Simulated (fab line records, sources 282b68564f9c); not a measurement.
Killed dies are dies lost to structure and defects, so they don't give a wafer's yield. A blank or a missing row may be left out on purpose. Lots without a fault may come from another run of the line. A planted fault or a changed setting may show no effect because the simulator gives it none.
A struck lot beside a sound one | flow rit_cmos | 17 steps out of a route of 202
Sound: wafers L133.1, L133.3, L133.5. Struck: wafers L143.2, L143.3, L143.6. The cause comes at the end.
At each step with rows: each side's tool, then ch and its chambers, then its first start. Under that, the readings that differ: sound wafers | struck wafers | difference of the means | sigmas: that difference in standard deviations of wafers without a fault.
alike: readings whose means differ by less than 2 such deviations, and words and numbers that are the same on both sides. not compared: withheld readings, readings that some wafer has no value for, bounds like >300 that may hide the same value, and numbers for which the record gives no deviation and whose values overlap.
The two part at a step that has a row with sigmas, a row that says differs or no value, or rows on one side only. Numbers that don't overlap but have no deviation are shown without sigmas and don't part them. A reading that every wafer of one side lacks parts them only if that side has two wafers or more.

first, 1 step without rows for these wafers: RIT_PSD_IMPLANT_08.
RIT_PSD_STRIP_09: strips in O2, time 180 s.
  sound on plasma_asher-02 ch 1, day 3 08:41; struck on plasma_asher-01 ch 0,1, day 5 18:35
  alike: drypump_motor_current_A
  not compared: rf_hours_counter_h
RIT_PSD_TW_MEAS_10:
  sound on film_metro-01, day 3 08:52; struck on film_metro-01, day 5 18:46
  alike: PSD_TW
then, 3 steps without rows for these wafers: RIT_SDANNEAL_CLEAN_00 (cleans in SC1, time 600 s); RIT_SDANNEAL_CLEAN_01 (cleans in dHF, time 30 s); RIT_SDANNEAL_CLEAN_02 (cleans in SC2, time 600 s).
RIT_SDANNEAL_RTA_03: time 5 s.
  sound on rtp_anneal-02 ch 0, day 3 09:17; struck on rtp_anneal-02 ch 0, day 5 19:11
  alike: wafer_temp_C_max
RIT_SDANNEAL_RS_MEAS_04: measures by four-point-probe.
  sound on film_metro-03, day 3 09:20; struck on film_metro-03, day 5 19:16
  alike: PSD_RS
RIT_SDANNEAL_RS_MEAS_05: measures by four-point-probe.
  sound on film_metro-03, day 3 09:28; struck on film_metro-03, day 5 19:23
  alike: NSD_RS
RIT_SDANNEAL_RS_MEAS_06: measures by four-point-probe.
  sound on film_metro-03, day 3 09:35; struck on film_metro-03, day 5 19:30
  alike: PLDD_RS
RIT_SDANNEAL_RS_MEAS_07: measures by four-point-probe.
  sound on film_metro-03, day 3 09:42; struck on film_metro-03, day 5 19:37
  alike: NLDD_RS
then, 1 step without rows for these wafers: RIT_SILICIDE_WET_ETCH_00 (etches SiO2 in BOE, target depth 14 nm, time 15 s).
RIT_SILICIDE_SPUTTER_01: material Ti, target thk 30 nm, time 240 s.
  sound on pvd_sputter-02, day 3 09:50; struck on pvd_sputter-02, day 5 19:44
  reading                                     | sound             | struck            | difference | sigmas
  model.Ti_of_SILICIDE_SPUTTER_01.thk_nm (nm) | 30.63 29.68 30.18 | 50.82 50.29 50.72 | +20.45     |
  alike: throttle_valve_pct
RIT_SILICIDE_RS_MEAS_02: measures by four-point-probe.
  sound on film_metro-02, day 3 09:59; struck on film_metro-04, day 5 19:54
  reading                 | sound          | struck         | difference | sigmas
  SILICIDE_TI_RS (ohm/sq) | 46.7 48.5 47.6 | 25.0 25.3 25.0 | -22.5      | -39
RIT_SILICIDE_THK_MEAS_03: measures by xrf.
  sound on film_metro-02, day 3 10:07; struck on film_metro-04, day 5 20:01
  reading              | sound          | struck         | difference | sigmas
  SILICIDE_TI_THK (nm) | 31.1 30.1 30.7 | 52.0 51.5 51.8 | +21.1      | +64
RIT_SILICIDE_RTA_04: time 10 s, ramp up 5 s, ramp down 5 s.
  sound on rtp_anneal-01 ch 0, day 3 10:10; struck on rtp_anneal-01 ch 0, day 5 20:04
  alike: wafer_temp_C_max
RIT_M1_PROBE_99:
  sound on prober-01, day 3 16:35; struck on prober-01, day 6 02:46
  reading                              | sound             | struck            | difference | sigmas
  model.etest.npoly_line.line_ohm_um   | 168.8 172.6 170.2 | 144.5 148.9 147.8 | -23.5      |
  model.etest.contact_pplus.end_ohm_um | 46.91 44.75 45.91 | 67.8 67.05 67.7   | +21.7      |
  model.etest.contact_nplus.end_ohm_um | 43.11 41.27 41.65 | 67.64 62.31 65.92 | +23.28     |
  model.etest.ppoly_line.line_ohm_um   | 163 168.7 166.2   | 142.3 142.9 145.6 | -22.4      |
  model.etest.ppoly_line.width_nm (nm) | 100.7 100 100.1   | 91.55 90.79 90.23 | -9.41      |
  model.etest.npoly_line.width_nm (nm) | 100 99.48 99.11   | 90.63 90.21 90.02 | -9.24      |
  alike: killed_at_front_end, killed_dies, killed_open, killed_short
  not compared: model.etest.nmos_0p3.r_on_ohm_um, model.etest.nmos_0p15.r_on_ohm_um

WHERE THEY PART
First at RIT_SILICIDE_RS_MEAS_02; last, within this record, at RIT_SILICIDE_THK_MEAS_03. Later steps at which nothing parts them and some readings are alike: RIT_SILICIDE_RTA_04, RIT_M1_PROBE_99.

WHY: what the simulator had put in
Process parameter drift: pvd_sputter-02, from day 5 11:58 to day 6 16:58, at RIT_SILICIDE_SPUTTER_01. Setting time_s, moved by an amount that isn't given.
